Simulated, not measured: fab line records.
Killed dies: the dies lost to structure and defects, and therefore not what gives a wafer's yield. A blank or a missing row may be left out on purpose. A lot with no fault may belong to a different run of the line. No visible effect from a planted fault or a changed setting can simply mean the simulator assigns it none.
What tool caused it? | flow rit-cmos | route of 202 steps, sampled at 1 step: 15 lots, 45 wafers

== WHAT EACH GAUGE READ, for each wafer ==
The record lacks any reading of a measuring or inspecting step that a usual standard deviation could be used to judge.

== TOOL THAT RAN EACH LOT (tool first, then ch and the chambers of the sampled wafers, then the start) ==
lot  | RIT_ACTIVE_OXIDATION_01
L825 | furnace-04 ch 0, day 1 10:20
L826 | furnace-01 ch 0, day 1 15:07
L827 | furnace-01 ch 0, day 1 20:07
L828 | furnace-01 ch 0, day 2 01:07
L830 | furnace-04 ch 0, day 2 11:07
L832 | furnace-01 ch 0, day 2 21:07
L833 | furnace-04 ch 0, day 3 02:07
L834 | furnace-02 ch 0, day 3 07:07
L835 | furnace-01 ch 0, day 3 12:07
L836 | furnace-04, day 3 17:07
L837 | furnace-01, day 3 22:07
L838 | furnace-04, day 4 03:07
L846 | furnace-04 ch 0, day 5 19:07
L847 | furnace-02 ch 0, day 6 00:07
L848 | furnace-01 ch 0, day 6 05:07
- RIT_ACTIVE_OXIDATION_01: target thk 46.8 nm, ox time 3360 s.

== AS READ BY THE TOOLS THEMSELVES (means over the sampled wafers that have a number; for cases with no such wafer, the mark the record gives instead) ==
RIT_ACTIVE_OXIDATION_01.
lot  | tool       | ox-temp-c (C) | ox-temp-c-max | spike-tc-load-C (C)
L825 | furnace-04 | 1000.0        | 1005.2        | 1023.8
L826 | furnace-01 | 999.7         | 1006.9        | 1027.8
L827 | furnace-01 | 999.7         | 1005.9        | 1027.0
L828 | furnace-01 | 1000.1        | 1006.9        | 1027.8
L830 | furnace-04 | 1000.2        | 1005.4        | 1022.9
L832 | furnace-01 | 1000.2        | 1006.2        | 1027.7
L833 | furnace-04 | 999.7         | 1005.2        | 1023.6
L834 | furnace-02 | 1000.1        | 1005.4        | 1023.4
L835 | furnace-01 | 1000.4        | 1007.2        | 1027.3
L836 | furnace-04 | -             | -             | -
L837 | furnace-01 | -             | -             | -
L838 | furnace-04 | -             | -             | -
L846 | furnace-04 | 1000.4        | 1005.8        | 1022.9
L847 | furnace-02 | 1000.6        | 1005.8        | 1022.9
L848 | furnace-01 | 999.8         | 1006.1        | 1026.3

== THE ANSWER, worked out from the rows above alone ==
Rule: the lots themselves supply what counts as usual. Put in order of their means at a reading, lots are off if they are a third of the lots or fewer, leave a main group of 4 or more, and stand apart from it by a gap of 3 or more times the standard deviation of the main group's means; of several such gaps the widest counts. A main group whose means are all the same, to the digits that the tables above print for the reading, isn't used. A lot without any number at a reading at which 4 lots or more have one is off too. Where the step has rows for the other lots, those lots are counted as sound. After the gauges, taken in route order, come the tools' own readings; for these a lot's mean is taken, as printed above. The first step at which some lot is off is used, and at that step the reading that is off furthest; a lot without a number counts as furthest.
Off: L836, L837, L838 (RIT_ACTIVE_OXIDATION_01, ox-temp-c). Without a number there: L836, L837, L838. The main group: mean 1000.1 C, standard deviation 0.29.
If a tool, at that step or one of the process steps before it, ran each lot that is off and ran no sound lot following the first of them, it fits. Not one of the candidates tried fits.

== WHAT WAS PUT IN BY THE SIMULATOR ==
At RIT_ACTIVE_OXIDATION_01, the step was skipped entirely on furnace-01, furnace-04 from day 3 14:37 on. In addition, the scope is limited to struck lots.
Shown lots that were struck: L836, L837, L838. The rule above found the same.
